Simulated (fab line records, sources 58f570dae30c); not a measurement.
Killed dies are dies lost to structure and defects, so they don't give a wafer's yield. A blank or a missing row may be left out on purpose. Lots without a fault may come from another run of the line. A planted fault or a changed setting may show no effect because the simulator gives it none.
Which tool did it? | flow berkeley_cmos170 | 15 lots, 45 wafers sampled, at 6 steps of a route of 331

WHAT THE GAUGES READ, wafer by wafer
UCB170_PLDD_CD_MEAS_06: target cd 1200 nm. Usual: cd_nm 1200.1 nm, standard deviation 1.2.
lot  | measured     | on        | cd_nm (nm)           | flag
L630 | day 7 19:25  | cd_sem-01 | 1201.1 1201.3 1200.0 |
L627 | day 7 19:42  | cd_sem-02 | 1198.0 1198.6 1199.1 |
L628 | day 7 20:16  | cd_sem-02 | 1199.7 1199.4 1198.9 |
L629 | day 7 20:23  | cd_sem-01 | 1199.8 1200.8 1200.1 |
L633 | day 8 04:07  | cd_sem-01 | 1202.6 1201.6 1201.5 |
L631 | day 8 12:45  | cd_sem-02 | 1198.9 1199.8 1199.2 |
L635 | day 8 13:05  | cd_sem-02 | 1198.6 1199.6 1197.9 |
L634 | day 8 14:10  | cd_sem-02 | 1199.5 1199.9 1200.4 |
L636 | day 9 00:22  | cd_sem-02 | 1197.7 1197.6 1197.5 |
L644 | day 10 22:50 | cd_sem-01 | 1200.9 1200.2 1200.7 |
L643 | day 10 23:08 | cd_sem-02 | 1202.0 1201.7 1200.4 |
L645 | day 10 23:32 | cd_sem-01 | 1198.9 1199.2 1199.3 |
L650 | day 11 13:35 | cd_sem-01 | 1202.9 1202.4 1202.1 |
L649 | day 11 13:59 | cd_sem-02 | 1200.2 1199.9 1198.8 |
L648 | day 11 14:13 | cd_sem-01 | 1200.9 1201.3 1200.9 |

UCB170_NSD_OVL_MEAS_07. Usual: NSD_OVL -1 nm, standard deviation 6.
lot  | measured     | on         | NSD_OVL (nm) | flag
L630 | day 8 07:53  | overlay-01 | 3 -1 -2      |
L627 | day 8 08:22  | overlay-01 | -8 -2 -11    |
L628 | day 8 08:36  | overlay-01 | -3 -5 0      |
L629 | day 8 09:13  | overlay-02 | 5 -7 -1      |
L633 | day 8 18:40  | overlay-01 | 1 -5 8       |
L631 | day 9 00:57  | overlay-01 | -1 2 3       |
L635 | day 9 01:45  | overlay-01 | -16 -6 -12   |
L634 | day 9 01:59  | overlay-01 | -4 -1 6      |
L636 | day 9 16:56  | overlay-02 | -2 1 3       |
L644 | day 11 10:16 | overlay-02 | 0 -5 -1      |
L643 | day 11 10:45 | overlay-02 | 0 8 -4       |
L645 | day 11 11:21 | overlay-01 | -8 -12 -4    |
L650 | day 12 02:55 | overlay-02 | 8 5 6        |
L649 | day 12 03:08 | overlay-01 | 2 12 3       |
L648 | day 12 02:43 | overlay-01 | 3 5 5        |

UCB170_SDANNEAL_RS_MEAS_04: measures by four-point-probe. Usual: PLDD_RS 1033.0 ohm/sq, standard deviation 2.7.
lot  | measured     | on            | PLDD_RS (ohm/sq)     | flag
L630 | day 8 10:47  | film_metro-01 | 1031.8 1034.0 1031.0 |
L627 | day 8 11:10  | film_metro-04 | 1031.4 1027.9 1027.0 |
L628 | day 8 11:30  | film_metro-01 | 1033.2 1029.8 1033.1 |
L629 | day 8 12:02  | film_metro-04 | 1034.4 1034.7 1031.0 |
L633 | day 8 20:26  | film_metro-01 | 1034.9 1037.6 1035.2 |
L631 | day 9 03:01  | film_metro-01 | 1035.0 1029.4 1029.5 |
L635 | day 9 03:58  | film_metro-01 | 1033.1 1032.2 1031.8 |
L634 | day 9 04:37  | film_metro-01 | 1033.7 1038.3 1037.7 |
L636 | day 9 18:42  | film_metro-04 | 1030.6 1027.5 1032.2 |
L644 | day 11 11:58 | film_metro-03 | 1063.8 1065.7 1066.1 | OFF
L643 | day 11 12:28 | film_metro-04 | 1061.9 1064.3 1066.8 | OFF
L645 | day 11 13:04 | film_metro-03 | 1061.1 1060.3 1061.5 | OFF
L650 | day 12 05:08 | film_metro-01 | 1031.1 1033.7 1037.1 |
L649 | day 12 05:10 | film_metro-04 | 1032.6 1035.2 1034.7 |
L648 | day 12 04:37 | film_metro-04 | 1036.2 1039.2 1037.9 |

UCB170_SDANNEAL_RS_MEAS_05: measures by four-point-probe. Usual: NLDD_RS 616.2 ohm/sq, standard deviation 1.3.
lot  | measured     | on            | NLDD_RS (ohm/sq)  | flag
L630 | day 8 10:54  | film_metro-01 | 617.2 618.0 618.3 |
L627 | day 8 11:17  | film_metro-04 | 616.1 617.4 617.2 |
L628 | day 8 11:37  | film_metro-01 | 614.9 615.5 615.8 |
L629 | day 8 12:09  | film_metro-04 | 616.9 616.5 615.9 |
L633 | day 8 20:33  | film_metro-01 | 616.0 616.7 612.9 |
L631 | day 9 03:08  | film_metro-01 | 616.5 616.5 615.6 |
L635 | day 9 04:05  | film_metro-01 | 618.1 616.2 618.0 |
L634 | day 9 04:44  | film_metro-01 | 615.3 617.7 616.9 |
L636 | day 9 18:49  | film_metro-04 | 617.8 616.8 616.2 |
L644 | day 11 12:05 | film_metro-03 | 621.3 622.4 622.0 | OFF
L643 | day 11 12:35 | film_metro-04 | 621.2 620.0 619.9 | OFF
L645 | day 11 13:11 | film_metro-03 | 619.2 618.8 620.0 |
L650 | day 12 05:16 | film_metro-01 | 613.9 616.0 616.6 |
L649 | day 12 05:17 | film_metro-04 | 615.7 617.7 617.0 |
L648 | day 12 04:44 | film_metro-04 | 618.3 616.9 615.9 |

WHICH TOOL RAN EACH LOT (tool, then ch and the chambers of the sampled wafers, then the start)
lot  | UCB170_SPACER_CVD_00            | UCB170_SPACER_ANNEAL_02
L630 | pecvd-03 ch 1,2, day 7 21:57    | furnace-02 ch 0, day 8 01:06
L627 | pecvd-02 ch 0,1,2, day 7 22:15  | furnace-02 ch 0, day 8 01:06
L628 | pecvd-03 ch 0,2, day 7 23:10    | furnace-02 ch 0, day 8 01:06
L629 | pecvd-02 ch 0,1, day 7 23:24    | furnace-02 ch 0, day 8 01:06
L633 | pecvd-04 ch 1,2, day 8 09:10    | furnace-04 ch 0, day 8 12:20
L631 | pecvd-03 ch 0,1, day 8 15:45    | furnace-02 ch 0, day 8 19:07
L635 | pecvd-02 ch 0,1,2, day 8 16:06  | furnace-02 ch 0, day 8 19:07
L634 | pecvd-04 ch 1,2, day 8 17:10    | furnace-02 ch 0, day 8 19:07
L636 | pecvd-03 ch 0,1,2, day 9 04:13  | furnace-04 ch 0, day 9 08:30
L644 | pecvd-02 ch 0,1,2, day 11 01:49 | furnace-01 ch 0, day 11 05:59
L643 | pecvd-04 ch 1,2, day 11 02:16   | furnace-01 ch 0, day 11 05:59
L645 | pecvd-02 ch 1,2, day 11 02:56   | furnace-01 ch 0, day 11 05:59
L650 | pecvd-04 ch 0,1, day 11 16:44   | furnace-02 ch 0, day 11 20:57
L649 | pecvd-03 ch 1,2, day 11 16:47   | furnace-02 ch 0, day 11 20:57
L648 | pecvd-02 ch 0,1,2, day 11 17:26 | furnace-02 ch 0, day 11 20:57
- UCB170_SPACER_CVD_00: deposits SiO2 from TEOS/O2, target thk 376 nm, time 47 s.
- UCB170_SPACER_ANNEAL_02: time 1800 s.

WHAT THE TOOLS THEMSELVES READ (means of the sampled wafers that have a number; where no wafer has one, the mark that the record gives instead)
UCB170_SPACER_CVD_00. Usual: heater_power_w 271 W, standard deviation 45.
lot  | tool     | heater_power_w (W) | flag
L630 | pecvd-03 | 320                |
L627 | pecvd-02 | 239                |
L628 | pecvd-03 | 320                |
L629 | pecvd-02 | 246                |
L633 | pecvd-04 | 264                |
L631 | pecvd-03 | 247                |
L635 | pecvd-02 | 235                |
L634 | pecvd-04 | 281                |
L636 | pecvd-03 | 270                |
L644 | pecvd-02 | 254                |
L643 | pecvd-04 | 241                |
L645 | pecvd-02 | 282                |
L650 | pecvd-04 | 232                |
L649 | pecvd-03 | 328                |
L648 | pecvd-02 | 275                |

UCB170_SPACER_ANNEAL_02. Usual: zone_power_source_pct 25.2 %, standard deviation 2.7.
lot  | tool       | zone_power_source_pct (%) | flag
L630 | furnace-02 | 24.2                      |
L627 | furnace-02 | 24.2                      |
L628 | furnace-02 | 24.1                      |
L629 | furnace-02 | 24.3                      |
L633 | furnace-04 | 30.4                      |
L631 | furnace-02 | 24.2                      |
L635 | furnace-02 | 24.4                      |
L634 | furnace-02 | 24.3                      |
L636 | furnace-04 | 30.5                      |
L644 | furnace-01 | 23.2                      |
L643 | furnace-01 | 23.1                      |
L645 | furnace-01 | 23.3                      |
L650 | furnace-02 | 24.0                      |
L649 | furnace-02 | 24.2                      |
L648 | furnace-02 | 24.5                      |

THE ANSWER, worked out from the rows above alone
Rule: a lot is off if the mean of its wafers that have a number lies more than 3 standard deviations from the usual mean. A lot without any number at a reading at which 4 lots or more have one is off too. The other lots that the step has rows for count as sound. The gauges are gone through in route order, then the tools' own readings, and for those a lot's mean is taken as printed above. The first step at which some lot is off is used, and at that step the reading that is off furthest; a lot without a number counts as furthest.
Off: L644, L643, L645, at UCB170_SDANNEAL_RS_MEAS_04 (PLDD_RS).
A tool fits if, at a process step before that reading, it ran every lot that is off, and no sound lot after the first of them. The gauges at UCB170_SDANNEAL_RS_MEAS_04 are tried like those tools. One fits: furnace-01 at UCB170_SPACER_ANNEAL_02. It ran no sound lot before its first lot that is off in this sample, so the start can't be narrowed down.

WHAT THE SIMULATOR HAD PUT IN
Process parameter drift: furnace-01, from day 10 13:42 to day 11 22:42, at UCB170_SPACER_ANNEAL_02. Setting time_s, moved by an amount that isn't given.
Lots struck among those shown: L644, L643, L645. The rule above found the same.
